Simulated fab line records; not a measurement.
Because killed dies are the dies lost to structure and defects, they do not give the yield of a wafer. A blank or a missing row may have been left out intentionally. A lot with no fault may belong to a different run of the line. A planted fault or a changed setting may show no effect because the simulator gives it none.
The tool behind it: which one? -- flow berkeley_cmos170 -- 14 lots with 42 wafers sampled at 2 steps, on a route of 331 steps

WHAT THE GAUGES SHOWED, per wafer
UCB170_GATE_OVL_MEAS_13.
lot,measured,on,GATE_OVL (nm)
L289,day 7 09:01,overlay-01,4 9 7
L291,day 7 19:46,overlay-02,-2 -5 2
L292,day 7 19:52,overlay-01,5 12 5
L294,day 8 09:08,overlay-01,10 0 7
L295,day 8 08:52,overlay-02,1 1 -6
L296,day 8 09:41,overlay-01,0 6 0
L297,day 9 06:52,overlay-02,0 -3 10
L298,day 9 06:34,overlay-02,0 1 -10
L301,day 9 06:50,overlay-02,0 8 17
L302,day 9 06:57,overlay-02,5 4 1
L300,day 9 07:07,overlay-02,5 4 7
L310,day 11 09:38,overlay-02,1 -2 10
L311,day 11 21:18,overlay-02,6 -3 -1
L312,day 11 21:23,overlay-01,-3 4 1

EACH LOT AND THE TOOL THAT RAN IT (in order: tool; ch and the chambers of the sampled wafers; start)
lot,UCB170_ZERO_ETCH_06
L289,"rie_diel-04 ch 0,3, day 1 21:27"
L291,"rie_diel-01 ch 2,3, day 2 11:19"
L292,"rie_diel-03 ch 0,3, day 2 14:19"
L294,"rie_diel-01 ch 1,3, day 2 23:16"
L295,"rie_diel-03 ch 1,2, day 3 05:21"
L296,"rie_diel-01 ch 0,1, day 3 12:14"
L297,"rie_diel-04 ch 1,3, day 3 16:16"
L298,"rie_diel-04 ch 0,1,2, day 4 00:16"
L301,"rie_diel-03 ch 0,2,3, day 4 11:34"
L302,"rie_diel-04 ch 0,2, day 4 11:44"
L300,"rie_diel-01 ch 0,1,3, day 4 12:18"
L310,"rie_diel-03 ch 1,2,3, day 6 03:01"
L311,"rie_diel-04 ch 0,3, day 6 15:46"
L312,"rie_diel-04 ch 1,2,3, day 6 16:15"
- UCB170_ZERO_ETCH_06: etches SiO2 in CHF3/CF4/Ar, time 12 s.

AS READ BY THE TOOLS THEMSELVES (means over the sampled wafers that have a number; for cases with no such wafer, the mark the record gives instead)
UCB170_ZERO_ETCH_06.
lot,tool,drypump_motor_current_A (A),oes_product_au (a.u.),throttle_valve_pct (%)
L289,rie_diel-04,5.5,0.624,9.19
L291,rie_diel-01,5.7,0.612,9.35
L292,rie_diel-03,6.0,0.614,9.28
L294,rie_diel-01,5.3,0.604,9.10
L295,rie_diel-03,5.6,0.621,9.33
L296,rie_diel-01,5.2,0.605,9.05
L297,rie_diel-04,6.1,0.605,9.05
L298,rie_diel-04,6.0,0.600,9.24
L301,rie_diel-03,5.9,0.612,9.34
L302,rie_diel-04,5.8,0.591,9.28
L300,rie_diel-01,5.5,0.615,9.19
L310,rie_diel-03,5.7,0.622,9.29
L311,rie_diel-04,5.7,0.612,9.35
L312,rie_diel-04,5.8,0.610,9.08

THE ANSWER, worked out from the rows above alone
Rule: what is usual is taken from the lots themselves. The widest of any qualifying gaps counts: lots, ordered by their means at a reading, are off when they make up no more than a third of the lots, leave a main group of 4 or more, and stand apart from it by 3 or more times the standard deviation of that group's means. A main group whose means are all the same, to the digits that the tables above print for the reading, isn't used. Also off: a lot with no number at a reading for which 4 or more lots have one. Where the step has rows for the other lots, those lots are counted as sound. Order of review: gauges by route order, followed by the tools' own readings, for which a lot's mean as printed above is used. The first step at which some lot is off is used, and at that step the reading that is off furthest; a lot without a number counts as furthest.
Across all readings shown, no lot is off: no conclusion can be drawn from this.

WHAT THE SIMULATOR HAD PUT IN
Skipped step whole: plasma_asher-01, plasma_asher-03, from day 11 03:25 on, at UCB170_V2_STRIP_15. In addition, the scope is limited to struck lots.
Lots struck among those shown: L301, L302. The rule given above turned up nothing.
